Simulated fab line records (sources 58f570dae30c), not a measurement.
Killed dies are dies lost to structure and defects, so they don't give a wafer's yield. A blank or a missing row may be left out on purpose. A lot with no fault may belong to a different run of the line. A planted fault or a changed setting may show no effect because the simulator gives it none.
Commonality check across tools || flow berkeleyCmos170 || 14 lots and 42 wafers in the sample

## WHY IT WAS OPENED
Flagged at UCB170_V1_CD_MEAS_12: reading cdNm, on 2 of 14 lots. Fault-free wafers read 700.0 nm, with a standard deviation of 1.2.
Rule: flag the lot when none of its wafers has a number, or when each of its wafers that has one lies beyond 4 standard deviations from that mean. All remaining lots are regarded as sound.

{"lot": "L589", "measured": "day 8 20:32", "on": "cdSem-01", "cdNm (nm), wafer by wafer": "702.1 701.7 702.0", "flag": ""}
{"lot": "L590", "measured": "day 9 08:34", "on": "cdSem-02", "cdNm (nm), wafer by wafer": "698.6 700.3 698.9", "flag": ""}
{"lot": "L594", "measured": "day 10 00:17", "on": "cdSem-02", "cdNm (nm), wafer by wafer": "697.9 699.4 700.2", "flag": ""}
{"lot": "L593", "measured": "day 10 01:28", "on": "cdSem-01", "cdNm (nm), wafer by wafer": "699.4 700.5 699.5", "flag": ""}
{"lot": "L600", "measured": "day 10 22:14", "on": "cdSem-01", "cdNm (nm), wafer by wafer": "722.9 722.4 723.0", "flag": "FLAGGED"}
{"lot": "L602", "measured": "day 11 10:16", "on": "cdSem-02", "cdNm (nm), wafer by wafer": "699.8 701.5 699.8", "flag": ""}
{"lot": "L603", "measured": "day 12 00:59", "on": "cdSem-01", "cdNm (nm), wafer by wafer": "725.6 725.0 725.3", "flag": "FLAGGED"}
{"lot": "L605", "measured": "day 12 10:50", "on": "cdSem-02", "cdNm (nm), wafer by wafer": "697.3 698.1 698.8", "flag": ""}
{"lot": "L604", "measured": "day 12 11:30", "on": "cdSem-01", "cdNm (nm), wafer by wafer": "699.7 700.0 700.1", "flag": ""}
{"lot": "L606", "measured": "day 12 11:45", "on": "cdSem-01", "cdNm (nm), wafer by wafer": "700.1 700.7 700.8", "flag": ""}
{"lot": "L607", "measured": "day 12 16:09", "on": "cdSem-01", "cdNm (nm), wafer by wafer": "700.3 699.8 700.5", "flag": ""}
{"lot": "L609", "measured": "day 13 05:14", "on": "cdSem-02", "cdNm (nm), wafer by wafer": "701.8 700.5 701.6", "flag": ""}
{"lot": "L608", "measured": "day 13 05:17", "on": "cdSem-01", "cdNm (nm), wafer by wafer": "700.8 699.9 698.5", "flag": ""}
{"lot": "L610", "measured": "day 13 19:50", "on": "cdSem-02", "cdNm (nm), wafer by wafer": "700.6 701.0 700.8", "flag": ""}
Average over the flagged lots: 724.0 nm; offset from the usual +24.0 nm, equal to +20 standard deviations.

## WHICH TOOL RAN EACH LOT
Before the reading, the record contains 2 process steps out of a 331-step route. Every cell lists first the tool, next ch and the chambers used by the sampled wafers, and last the start.
{"lot": "L589", "flag": "", "UCB170_CONTACT_STRIP_19": "plasmaAsher-04 ch 0,1, day 8 13:07", "UCB170_V1_PEB_10": "lithoTrack-02 ch 0, day 8 20:16"}
{"lot": "L590", "flag": "", "UCB170_CONTACT_STRIP_19": "plasmaAsher-04 ch 0,1, day 8 23:56", "UCB170_V1_PEB_10": "lithoTrack-02 ch 0, day 9 08:17"}
{"lot": "L594", "flag": "", "UCB170_CONTACT_STRIP_19": "plasmaAsher-01 ch 0,1, day 9 16:07", "UCB170_V1_PEB_10": "lithoTrack-03 ch 0, day 10 00:02"}
{"lot": "L593", "flag": "", "UCB170_CONTACT_STRIP_19": "plasmaAsher-04 ch 0,1, day 9 18:50", "UCB170_V1_PEB_10": "lithoTrack-03 ch 0, day 10 01:11"}
{"lot": "L600", "flag": "FLAGGED", "UCB170_CONTACT_STRIP_19": "plasmaAsher-02 ch 1, day 10 15:06", "UCB170_V1_PEB_10": "lithoTrack-02 ch 0, day 10 21:58"}
{"lot": "L602", "flag": "", "UCB170_CONTACT_STRIP_19": "plasmaAsher-01 ch 1, day 11 03:28", "UCB170_V1_PEB_10": "lithoTrack-01 ch 0, day 11 09:59"}
{"lot": "L603", "flag": "FLAGGED", "UCB170_CONTACT_STRIP_19": "plasmaAsher-02 ch 0,1, day 11 17:30", "UCB170_V1_PEB_10": "lithoTrack-02 ch 0, day 12 00:43"}
{"lot": "L605", "flag": "", "UCB170_CONTACT_STRIP_19": "plasmaAsher-02 ch 0,1, day 12 03:22", "UCB170_V1_PEB_10": "lithoTrack-01 ch 0, day 12 10:34"}
{"lot": "L604", "flag": "", "UCB170_CONTACT_STRIP_19": "plasmaAsher-04 ch 0,1, day 12 03:31", "UCB170_V1_PEB_10": "lithoTrack-03 ch 0, day 12 11:14"}
{"lot": "L606", "flag": "", "UCB170_CONTACT_STRIP_19": "plasmaAsher-01 ch 0,1, day 12 03:49", "UCB170_V1_PEB_10": "lithoTrack-03 ch 0, day 12 11:29"}
{"lot": "L607", "flag": "", "UCB170_CONTACT_STRIP_19": "plasmaAsher-04 ch 0,1, day 12 09:05", "UCB170_V1_PEB_10": "lithoTrack-01 ch 0, day 12 15:52"}
{"lot": "L609", "flag": "", "UCB170_CONTACT_STRIP_19": "plasmaAsher-04 ch 0,1, day 12 19:59", "UCB170_V1_PEB_10": "lithoTrack-01 ch 0, day 13 04:58"}
{"lot": "L608", "flag": "", "UCB170_CONTACT_STRIP_19": "plasmaAsher-02 ch 0,1, day 12 19:37", "UCB170_V1_PEB_10": "lithoTrack-03 ch 0, day 13 05:01"}
{"lot": "L610", "flag": "", "UCB170_CONTACT_STRIP_19": "plasmaAsher-01 ch 0,1, day 13 14:29", "UCB170_V1_PEB_10": "lithoTrack-03 ch 0, day 13 19:34"}
What is done by these steps:
- UCB170_CONTACT_STRIP_19: strips in O2.
- UCB170_V1_PEB_10
- UCB170_V1_CD_MEAS_12: target cd 700 nm.

## FLAGGED OVER TOTAL, TOOL BY TOOL (the gauges that took the reading come last)
{"step": "UCB170_CONTACT_STRIP_19", "tool": "plasmaAsher-01", "lots run": 4, "flagged": 0, "share of the flagged lots": "none", "sound lots run after its first flagged lot": "-"}
{"step": "UCB170_CONTACT_STRIP_19", "tool": "plasmaAsher-02", "lots run": 4, "flagged": 2, "share of the flagged lots": "all", "sound lots run after its first flagged lot": "2 (L605,L608)"}
{"step": "UCB170_CONTACT_STRIP_19", "tool": "plasmaAsher-04", "lots run": 6, "flagged": 0, "share of the flagged lots": "none", "sound lots run after its first flagged lot": "-"}
{"step": "UCB170_V1_PEB_10", "tool": "lithoTrack-01", "lots run": 4, "flagged": 0, "share of the flagged lots": "none", "sound lots run after its first flagged lot": "-"}
{"step": "UCB170_V1_PEB_10", "tool": "lithoTrack-02", "lots run": 4, "flagged": 2, "share of the flagged lots": "all", "sound lots run after its first flagged lot": 0}
{"step": "UCB170_V1_PEB_10", "tool": "lithoTrack-03", "lots run": 6, "flagged": 0, "share of the flagged lots": "none", "sound lots run after its first flagged lot": "-"}
{"step": "UCB170_V1_CD_MEAS_12", "tool": "cdSem-01", "lots run": 8, "flagged": 2, "share of the flagged lots": "all", "sound lots run after its first flagged lot": "4 (L604,L606,L607,L608)"}
{"step": "UCB170_V1_CD_MEAS_12", "tool": "cdSem-02", "lots run": 6, "flagged": 0, "share of the flagged lots": "none", "sound lots run after its first flagged lot": "-"}

## WHAT THE TABLE PERMITS
In the table, 3 rows ran each flagged lot (plasmaAsher-02 at UCB170_CONTACT_STRIP_19; lithoTrack-02 at UCB170_V1_PEB_10; cdSem-01 at UCB170_V1_CD_MEAS_12).
- plasmaAsher-02 at UCB170_CONTACT_STRIP_19: 2 of its 4 lots flagged. Lots that were sound ran on it after the first flagged one (L605, L608); a persistent fault on the entire tool would not allow that.
- lithoTrack-02 at UCB170_V1_PEB_10: 2 of its 4 lots flagged. It ran its last sound lot, L590, at day 9 08:17 and its first flagged lot, L600, at day 10 21:58: a fault with its onset between the two fits. Its own readings (heaterPowerTotalW, plateTempC) fall more than 4 standard deviations out on all wafers of the flagged lots.
- cdSem-01 at UCB170_V1_CD_MEAS_12: 2 of its 8 lots flagged. Lots that were sound ran on it after the first flagged one (L604, L606, L607, L608); a persistent fault on the entire tool would not allow that.
One tool is left: lithoTrack-02 at UCB170_V1_PEB_10.

## WHAT THE SIMULATOR PUT IN
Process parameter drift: lithoTrack-02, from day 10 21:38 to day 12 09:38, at UCB170_V1_PEB_10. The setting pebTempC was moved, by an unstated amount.
Struck lots among those shown: L600, L603. The rule given above showed the same thing.
